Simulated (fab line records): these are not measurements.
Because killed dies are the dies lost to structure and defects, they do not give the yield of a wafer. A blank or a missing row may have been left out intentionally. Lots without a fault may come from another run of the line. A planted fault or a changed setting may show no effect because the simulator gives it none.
Split-lot study    flow rit cmos    route with 202 steps; 5 lots, 23 wafers read

## SPLIT DETAILS
At RIT_ACTIVE_CVD_03 (deposits Si3N4 from SiH2Cl2/NH3, target thk 150 nm, time 1500 s), the setting pressure mtorr was moved away from the recipe's 300 mTorr on 15 of the 23 wafers read, by -8.7% to +10.2%. This setting was run at the recipe's value on the other wafers.

There is no step in the file separating the split from the reading.

## THE READING
ACTIVE_NITRIDE_THK (nm), taken at RIT_ACTIVE_THK_MEAS_04. On this fab line, fault-free wafers typically give 149.3 nm with a standard deviation of 1.1 nm.

wafer   tool, chamber at the split  pressure mtorr as run, mTorr  against the recipe  ACTIVE_NITRIDE_THK, nm  against lot-mates on the recipe
L078.2  -, -                        273.9                         -8.7%               145.9                   no lot-mate on the recipe
L078.3  -, -                        273.9                         -8.7%               144.5                   no lot-mate on the recipe
L078.4  -, -                        273.9                         -8.7%               146.8                   no lot-mate on the recipe
L078.5  -, -                        273.9                         -8.7%               146.2                   no lot-mate on the recipe
L078.6  -, -                        273.9                         -8.7%               144.5                   no lot-mate on the recipe
L080.1  lpcvd-02, 1                 300                           recipe              150.6                   -
L080.4  lpcvd-02, 1                 300                           recipe              148.2                   -
L080.5  lpcvd-02, 1                 300                           recipe              148.1                   -
L081.1  -, -                        300                           recipe              148.1                   -
L081.2  -, -                        300                           recipe              149.4                   -
L081.3  -, -                        300                           recipe              149.1                   -
L081.4  -, -                        300                           recipe              147.3                   -
L081.5  -, -                        300                           recipe              148.3                   -
L082.1  -, -                        330.7                         +10.2%              152.9                   no lot-mate on the recipe
L082.2  -, -                        330.7                         +10.2%              151.7                   no lot-mate on the recipe
L082.4  -, -                        330.7                         +10.2%              153.0                   no lot-mate on the recipe
L082.5  -, -                        330.7                         +10.2%              152.0                   no lot-mate on the recipe
L082.6  -, -                        330.7                         +10.2%              153.1                   no lot-mate on the recipe
L085.1  -, -                        329.4                         +9.8%               153.2                   no lot-mate on the recipe
L085.2  -, -                        329.4                         +9.8%               152.7                   no lot-mate on the recipe
L085.4  -, -                        329.4                         +9.8%               154.1                   no lot-mate on the recipe
L085.5  -, -                        329.4                         +9.8%               154.0                   no lot-mate on the recipe
L085.6  -, -                        329.4                         +9.8%               152.1                   no lot-mate on the recipe

FIT RESULTS
A straight line over all 23 wafers: ACTIVE_NITRIDE_THK changes by +0.395 nm for each +1% of pressure mtorr; r = +0.96; the points scatter about the line by 0.94 nm.
Too few moved wafers with a lot-mate on the recipe to fit a line net of each lot's own level.

## THE WHOLE CHAIN: every reading that the file lists as answering this split, in the file's order
step                    what it does                                                         reading                                                                         change (the file's fit)                r (the file's)
RIT_ACTIVE_CVD_03       deposits Si3N4 from SiH2Cl2/NH3, target thk 150 nm, time 1500 s      Si3N4_of_ACTIVE_CVD_03.thk nm (the simulator's own value, which no gauge read)  +0.391 nm for each +1% of the setting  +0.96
RIT_ACTIVE_THK_MEAS_04                                                                       ACTIVE_NITRIDE_THK                                                              +0.395 for each +1% of the setting     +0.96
RIT_ACTIVE_ETCH_13      etches Si3N4 in SF6, stops on SiO2, time 210 s, target depth 210 nm  etch.depth nm (the simulator's own value, which no gauge read)                  +0.391 nm for each +1% of the setting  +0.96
RIT_FOX2_OXIDATION_00   target thk 350.7 nm, ox time 1130 s                                  Si3N4_of_ACTIVE_CVD_03.thk nm (the simulator's own value, which no gauge read)  +0.406 nm for each +1% of the setting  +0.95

## FILE'S OWN FIT
ACTIVE_NITRIDE_THK changes by +0.395 nm for each +1% of pressure mtorr, r = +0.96.
